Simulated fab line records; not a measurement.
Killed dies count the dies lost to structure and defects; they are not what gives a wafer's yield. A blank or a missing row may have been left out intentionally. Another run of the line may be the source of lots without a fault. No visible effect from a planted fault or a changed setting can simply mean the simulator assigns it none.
Comparing a struck lot with a sound one    flow rit cmos    15 steps out of a route of 202
Sound: these wafers, L321.1, L321.2, L321.3. Wafers struck: L338.1, L338.4, L338.6. The cause is given at the end.
Order at every step that has rows: each side's tool, ch and its chambers, its first start. Under that, the readings that differ: sound wafers    struck wafers    difference of the means    sigmas: that difference in standard deviations of wafers without a fault.
alike: words and numbers the same on both sides, and readings whose means are apart by under 2 such deviations; not compared: readings that were withheld, readings missing a value for some wafer, numbers with overlapping values and no deviation given by the record, and bounds like >300 which may hide the same value.
The two part at a step that has a row with sigmas, a row that says differs or no value, or rows on one side only. Non-overlapping numbers with no deviation appear without sigmas and do not part them. Lack of a reading on every wafer of one side parts them only where that side has two or more wafers.

RIT_SDANNEAL_RS_MEAS_07: a four-point-probe measurement.
  struck on film metro-01, day 6 15:51; sound on film metro-01, day 3 04:12
  alike: NLDD_RS
then, 1 step without rows for these wafers: RIT_SILICIDE_WET_ETCH_00 (etches SiO2 in BOE, target depth 14 nm, time 15 s).
RIT_SILICIDE_SPUTTER_01: material Ti, target thk 30 nm, time 240 s.
  struck on pvd sputter-04, day 6 15:59; sound on pvd sputter-04, day 3 04:20
  alike: throttle valve pct
RIT_SILICIDE_RS_MEAS_02: a four-point-probe measurement.
  struck on film metro-03, day 6 16:08; sound on film metro-01, day 3 04:29
  alike: SILICIDE_TI_RS
RIT_SILICIDE_THK_MEAS_03: measures by xrf.
  struck on film metro-03, day 6 16:16; sound on film metro-01, day 3 04:36
  alike: SILICIDE_TI_THK
RIT_SILICIDE_RTA_04: time 10 s, ramp up 5 s, ramp down 5 s.
  sound on rtp anneal-02 ch 0, day 3 04:40; struck on rtp anneal-01 ch 0, day 6 16:19
  alike: anneal temp c max, wafer_temp_C_max
then, 1 step without rows for these wafers: RIT_SILICIDE_WET_ETCH_05 (etches Ti in SPM, time 120 s).
RIT_SILICIDE_RTA_06: time 10 s, ramp up 5 s, ramp down 10 s.
  sound on rtp anneal-01 ch 0, day 3 04:46; struck on rtp anneal-02 ch 0, day 6 16:26
  alike: anneal temp c max, wafer_temp_C_max
RIT_CONTACT_CVD_00: deposits SiO2 from TEOS, target thk 400 nm, time 61 s.
  sound on pecvd-02 ch 0,1,2, day 3 04:50; struck on pecvd-02 ch 1,2, day 6 16:29
  alike: heater power w
RIT_CONTACT_THK_MEAS_01:
  struck on film metro-02, day 6 16:32; sound on film metro-03, day 3 04:53
  alike: CONTACT_TEOS_THK
then, 2 steps without rows for these wafers: RIT_CONTACT_HMDS_02 (prime time 60 s); RIT_CONTACT_COAT_03 (resist thk 1000 nm).
RIT_CONTACT_SOFTBAKE_04: time 60 s.
  sound on litho track-03 ch 0, day 3 05:15; struck on litho track-03 ch 0, day 6 16:54
reading                   sound              struck             difference  sigmas
heater power total W (W)  34.57 34.51 34.47  35.77 35.89 35.80  +1.30       +27
run length s (s)          88.85 88.69 88.75  82.30 82.35 82.08  -6.52       -28
  alike: chill plate temp C
then, 1 step without rows for these wafers: RIT_CONTACT_EXPOSE_05 (exposes mask M11, target cd 1000 nm).
RIT_M1_PROBE_99:
  struck on prober-01, day 6 23:26; sound on prober-02, day 3 11:34
  alike: killed at contacts, killed at front end, killed dies, killed open, killed short

WHERE THEY PART
Only at RIT_CONTACT_SOFTBAKE_04, as far as this record shows. Later steps at which nothing parts them and some readings are alike: RIT_M1_PROBE_99.

WHY: what the simulator had put in
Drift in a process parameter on litho track-03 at RIT_CONTACT_SOFTBAKE_04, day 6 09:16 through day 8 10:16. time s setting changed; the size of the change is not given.
